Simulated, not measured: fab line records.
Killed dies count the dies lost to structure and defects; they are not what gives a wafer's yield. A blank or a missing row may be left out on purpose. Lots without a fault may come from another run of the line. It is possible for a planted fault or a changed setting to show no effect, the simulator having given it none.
2 desks looking at one fault    flow berkeley cmos170    each desk has only its own numbers; what lay behind them comes last

THE METROLOGY DESK
What the gauges read for every lot (on any tool): the sampled wafers with a number, averaged. The brackets show how far a lot's mean lies from the usual mean; more than 4 standard deviations puts the lot out of limits, marked OUT.
Columns: A = cd nm at UCB170_M1_CD_MEAS_90, usual 698.1 nm; B = V2_BOW at UCB170_V2_BOW_MEAS_03, usual 37 um
lot   first seen here  A      B
L533  day 6 23:43      697.0  38
L534  day 6 23:53      695.3  32
L535  day 7 12:29      699.6  36
L537  day 7 12:55      694.6  37
L538  day 7 13:09      696.0  30
L536  day 7 13:52      700.0  31
L539  day 8 01:26      696.0  38
L543  day 9 05:20      702.0  35
L542  day 9 07:10      696.6  35
L546  day 10 03:40     698.9  40
L552  day 11 10:44     700.4  42
L551  day 11 11:26     698.2  40
L554  day 11 15:13     699.5  33
L553  day 11 15:31     699.2  36
Result from this desk: across the 14 lots, nothing is out of limits.

THE TOOL OWNER'S DESK: litho track-02
The tool's own readings at UCB170_M2_HMDS_04 (prime time 60 s): means of the sampled wafers that have a number, for each lot that ran on this tool. The brackets show how far a lot's mean lies from the usual mean; more than 4 standard deviations puts the lot out of limits, marked OUT.
Columns: A = exhaust pa at UCB170_M2_HMDS_04, usual 45.0 Pa; B = prime temp c at UCB170_M2_HMDS_04, usual 99.99 C
lot   first seen here  A     B
L535  day 8 01:21      44.0  99.99
L538  day 8 01:45      45.6  99.92
L539  day 8 08:35      45.1  100.16
L552  day 11 17:43     45.1  104.99 (+38) OUT
L551  day 11 18:10     44.9  105.07 (+39) OUT
Finding of this desk: L551, L552 out of limits; the first was L552 at day 11 17:43, on prime temp c at UCB170_M2_HMDS_04. L535, L538, L539: within limits.

PUT TOGETHER
At day 11 17:43, on L551, L552, the tool owner's desk was in a position to raise an alarm.
At the metrology desk, nothing out of limits was observed.
The metrology desk holds a record of L551, L552, inside its limits.
Of the lots named, all ran UCB170_M2_HMDS_04 on litho track-02.

WHAT HAD BEEN PUT IN BY THE SIMULATOR
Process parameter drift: litho track-02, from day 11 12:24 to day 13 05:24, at UCB170_M2_HMDS_04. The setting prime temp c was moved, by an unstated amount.
Struck lots among those shown: L551, L552.
Hours from the fault's start to each desk's first reading out of limits: the tool owner's desk, 5.
